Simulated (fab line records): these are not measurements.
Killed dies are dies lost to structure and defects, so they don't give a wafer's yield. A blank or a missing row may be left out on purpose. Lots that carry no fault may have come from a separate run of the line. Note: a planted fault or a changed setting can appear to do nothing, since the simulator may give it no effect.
Split-lot trial + flow ritCmos + 23 wafers read from 5 lots, route of 202 steps

== ABOUT THE SPLIT ==
At RIT_GATE_EXPOSE_13 (exposes mask M6, target cd 150 nm), the setting doseMj was moved away from the recipe's 380 on 7 of the 23 wafers read, by -2.5% to +3.6%. This setting was run at the recipe's value on the other wafers.

== FROM THE SPLIT TO THE READING: what the file shows between them, 9 steps ==
- RIT_NLDD_IMPLANT_08 (also split here: energyKev)
- RIT_NLDD_STRIP_09: strips in O2, time 180 s
- RIT_NLDD_TW_MEAS_10
- RIT_PLDD_SOFTBAKE_02: time 60 s (also split here: tempC)
- RIT_NSD_COAT_01: resist thk 1000 nm (also split here: resistThkNm)
- RIT_NSD_HARDBAKE_07: time 60 s (also split here: tempC)
- RIT_CONTACT_COAT_03: resist thk 1000 nm (also split here: spinRpm)
- RIT_M1_DEVELOP_08: develop time 68 s (also split here: developTimeS)
- RIT_M1_CD_MEAS_09: target cd 2600 nm

== THE READING ==
etest.pmos_0p15.driveUaUm (the simulator's own value, which no gauge read), at RIT_M1_PROBE_99. The file does not state a usual value for it. The 16 wafers here that ran the recipe average 265.0, standard deviation 13.

| wafer  | tool, chamber at the split | doseMj as run | against the recipe | etest.pmos_0p15.driveUaUm | against lot-mates on the recipe |
|--------|----------------------------|---------------|--------------------|---------------------------|---------------------------------|
| L074.1 | ilineStepper-02, 0         | 380           | recipe             | 250.6                     | -                               |
| L074.2 | ilineStepper-02, 0         | 380           | recipe             | 250.4                     | -                               |
| L074.3 | ilineStepper-02, 0         | 389.5         | +2.5%              | 279.2                     | +28.7                           |
| L074.4 | ilineStepper-02, 0         | 389.5         | +2.5%              | 285.3                     | +34.8                           |
| L074.5 | ilineStepper-02, 0         | 389.5         | +2.5%              | 268.8                     | +18.3                           |
| L079.1 | ilineStepper-02, 0         | 380           | recipe             | 287.6                     | -                               |
| L079.2 | ilineStepper-02, 0         | 380           | recipe             | 287.9                     | -                               |
| L079.3 | ilineStepper-02, 0         | 370.4         | -2.5%              | 249.1                     | -35.7                           |
| L079.4 | ilineStepper-02, 0         | 370.4         | -2.5%              | 233.3                     | -51.5                           |
| L079.5 | ilineStepper-02, 0         | 380           | recipe             | 278.9                     | -                               |
| L081.1 | ilineStepper-01, 0         | 380           | recipe             | 250                       | -                               |
| L081.5 | ilineStepper-01, 0         | 380           | recipe             | 254.5                     | -                               |
| L081.6 | ilineStepper-01, 0         | 380           | recipe             | 245.6                     | -                               |
| L082.1 | ilineStepper-01, 0         | 380           | recipe             | 263                       | -                               |
| L082.2 | ilineStepper-01, 0         | 380           | recipe             | 274.1                     | -                               |
| L082.3 | ilineStepper-01, 0         | 380           | recipe             | 259.8                     | -                               |
| L082.4 | ilineStepper-01, 0         | 380           | recipe             | 270.8                     | -                               |
| L082.6 | ilineStepper-01, 0         | 380           | recipe             | 268.4                     | -                               |
| L085.1 | ilineStepper-01, 0         | 380           | recipe             | 271.3                     | -                               |
| L085.2 | ilineStepper-01, 0         | 393.7         | +3.6%              | 318.5                     | +52.4                           |
| L085.3 | ilineStepper-01, 0         | 393.7         | +3.6%              | 321.2                     | +55.1                           |
| L085.5 | ilineStepper-01, 0         | 380           | recipe             | 261.8                     | -                               |
| L085.6 | ilineStepper-01, 0         | 380           | recipe             | 265.2                     | -                               |

THE FIT
A straight line over all 23 wafers: etest.pmos_0p15.driveUaUm changes by +10.7 for each +1% of doseMj; r = +0.78; the points scatter about the line by 14.
The same after taking each lot's own level away (the mean of its wafers on the recipe; 23 wafers): +14.4 for each +1%; r = +0.96; scatter 6.3.
That fit puts the effect of the largest move of doseMj on the reading at 52.
The span of the lots' own levels, 250.03 to 284.80, comes to 2.7 times the standard deviation stated above.
So the lot-to-lot level blurs the effect unless lot-mates are compared.
Check: with one of the wafers moved furthest among these (+3.6%) left out of the fit, the line predicts +49.7 for it against its lot-mates. Against them it came out at +52.4.

== THE OTHER SPLITS THESE WAFERS WENT THROUGH ==
These wafers also went through other splits before the reading. Each is held against what the fit with the lots' levels taken away leaves over:
| other split on the same wafers | wafers away from the commonest value | r with etest.pmos_0p15.driveUaUm (lot level and that fit taken away) |
|--------------------------------|--------------------------------------|----------------------------------------------------------------------|
| RIT_ACTIVE_CVD_03 timeS        | 18                                   | -0.17                                                                |
| RIT_ACTIVE_ETCH_13 rfW         | 8                                    | +0.33                                                                |
| RIT_FOX2_CLEAN_02 timeS        | 10                                   | -0.16                                                                |
| RIT_NWELL_IMPLANT_08 energyKev | 8                                    | -0.10                                                                |
| RIT_NRETRO_COAT_01 spinRpm     | 7                                    | -0.06                                                                |
| RIT_PRETRO_SOFTBAKE_02 tempC   | 10                                   | -0.09                                                                |
| RIT_NLDD_IMPLANT_08 energyKev  | 9                                    | +0.17                                                                |
| RIT_PLDD_SOFTBAKE_02 tempC     | 8                                    | +0.05                                                                |
| RIT_NSD_COAT_01 resistThkNm    | 7                                    | -0.26                                                                |
| RIT_NSD_HARDBAKE_07 tempC      | 11                                   | +0.23                                                                |
| RIT_CONTACT_COAT_03 spinRpm    | 6                                    | -0.38                                                                |
| RIT_M1_DEVELOP_08 developTimeS | 5                                    | -0.15                                                                |

== THE WHOLE CHAIN: every reading that the file lists as answering this split, in the file's order ==
| step            | what it does | reading                                                                    | change (the file's fit)           | r (the file's) |
|-----------------|--------------|----------------------------------------------------------------------------|-----------------------------------|----------------|
| RIT_M1_PROBE_99 |              | etest.pmos_0p15.rOnOhmUm (the simulator's own value, which no gauge read)  | -118 for each +1% of the setting  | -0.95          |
| RIT_M1_PROBE_99 |              | etest.pmosTurned.rOnOhmUm (the simulator's own value, which no gauge read) | -118 for each +1% of the setting  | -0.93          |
| RIT_M1_PROBE_99 |              | etest.nmos_0p15.rOnOhmUm (the simulator's own value, which no gauge read)  | -34.1 for each +1% of the setting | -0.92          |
| RIT_M1_PROBE_99 |              | etest.nmos_0p15.driveUaUm (the simulator's own value, which no gauge read) | +21.9 for each +1% of the setting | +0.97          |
| RIT_M1_PROBE_99 |              | etest.pmos_0p15.driveUaUm (the simulator's own value, which no gauge read) | +14.5 for each +1% of the setting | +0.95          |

== THE FILE'S OWN FIT ==
etest.pmos_0p15.driveUaUm changes by +14.5 for each +1% of doseMj, r = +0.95.
